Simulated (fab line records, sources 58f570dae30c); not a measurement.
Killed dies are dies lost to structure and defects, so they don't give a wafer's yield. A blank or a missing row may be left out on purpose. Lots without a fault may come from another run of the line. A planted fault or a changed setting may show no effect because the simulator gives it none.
Which tool did it? | flow berkeley_cmos170 | 13 lots, 39 wafers sampled, at 2 steps of a route of 331

WHAT THE GAUGES READ, wafer by wafer
UCB170_NWELL_THK_MEAS_02.
lot  | measured    | on            | NWELL_OXIDE_THK (nm)
L697 | day 2 05:40 | film_metro-02 | 25.9 26.3 25.9
L699 | day 2 15:59 | film_metro-02 | 27.2 27.3 26.7
L700 | day 3 01:59 | film_metro-04 | 25.3 25.6 25.7
L707 | day 4 01:32 | film_metro-02 | 26.8 27.2 26.7
L709 | day 4 13:04 | film_metro-04 | 26.5 26.4 26.5
L713 | day 5 13:14 | film_metro-01 | 25.9 25.6 26.2
L714 | day 5 21:10 | film_metro-01 | 25.7 26.0 26.4
L715 | day 5 21:10 | film_metro-04 | 27.2 27.0 27.3
L717 | day 6 04:26 | film_metro-01 | 26.1 26.2 26.0
L716 | day 6 04:29 | film_metro-01 | 26.0 25.9 26.0
L718 | day 6 14:07 | film_metro-04 | 27.0 26.5 26.3
L719 | day 6 21:16 | film_metro-02 | 26.8 26.9 26.3
L720 | day 6 21:17 | film_metro-04 | 26.7 26.9 27.4

UCB170_PWELL_TW_MEAS_17.
lot  | measured    | on            | PWELL_TW
L697 | day 3 16:35 | film_metro-04 | 377 377 378
L699 | day 4 00:07 | film_metro-02 | 372 372 372
L700 | day 4 14:44 | film_metro-02 | 374 374 374
L707 | day 5 07:38 | film_metro-02 | 375 375 373
L709 | day 5 19:03 | film_metro-02 | 373 371 373
L713 | day 6 20:57 | film_metro-04 | 377 373 375
L714 | day 7 03:53 | film_metro-03 | 383 385 384
L715 | day 7 04:07 | film_metro-04 | 376 375 373
L717 | day 7 07:52 | film_metro-04 | 374 375 374
L716 | day 7 08:05 | film_metro-02 | 373 374 371
L718 | day 7 19:23 | film_metro-02 | 370 372 374
L719 | day 8 02:12 | film_metro-04 | 375 375 375
L720 | day 8 02:35 | film_metro-03 | 381 382 382

WHICH TOOL RAN EACH LOT (tool, then ch and the chambers of the sampled wafers, then the start)
The record holds no process step before these readings.

WHAT THE TOOLS THEMSELVES READ (means of the sampled wafers that have a number; where no wafer has one, the mark that the record gives instead)
The record holds no such reading with a usual standard deviation.

THE ANSWER, worked out from the rows above alone
Rule: what is usual is taken from the lots themselves. Put in order of their means at a reading, lots are off if they are a third of the lots or fewer, leave a main group of 4 or more, and stand apart from it by a gap of 3 or more times the standard deviation of the main group's means; of several such gaps the widest counts. A main group whose means are all the same, to the digits that the tables above print for the reading, isn't used. A lot without any number at a reading at which 4 lots or more have one is off too. The other lots that the step has rows for count as sound. The gauges are gone through in route order, then the tools' own readings, and for those a lot's mean is taken as printed above. The first step at which some lot is off is used, and at that step the reading that is off furthest; a lot without a number counts as furthest.
No lot is off at any reading shown: from this, nothing can be told.

WHAT THE SIMULATOR HAD PUT IN
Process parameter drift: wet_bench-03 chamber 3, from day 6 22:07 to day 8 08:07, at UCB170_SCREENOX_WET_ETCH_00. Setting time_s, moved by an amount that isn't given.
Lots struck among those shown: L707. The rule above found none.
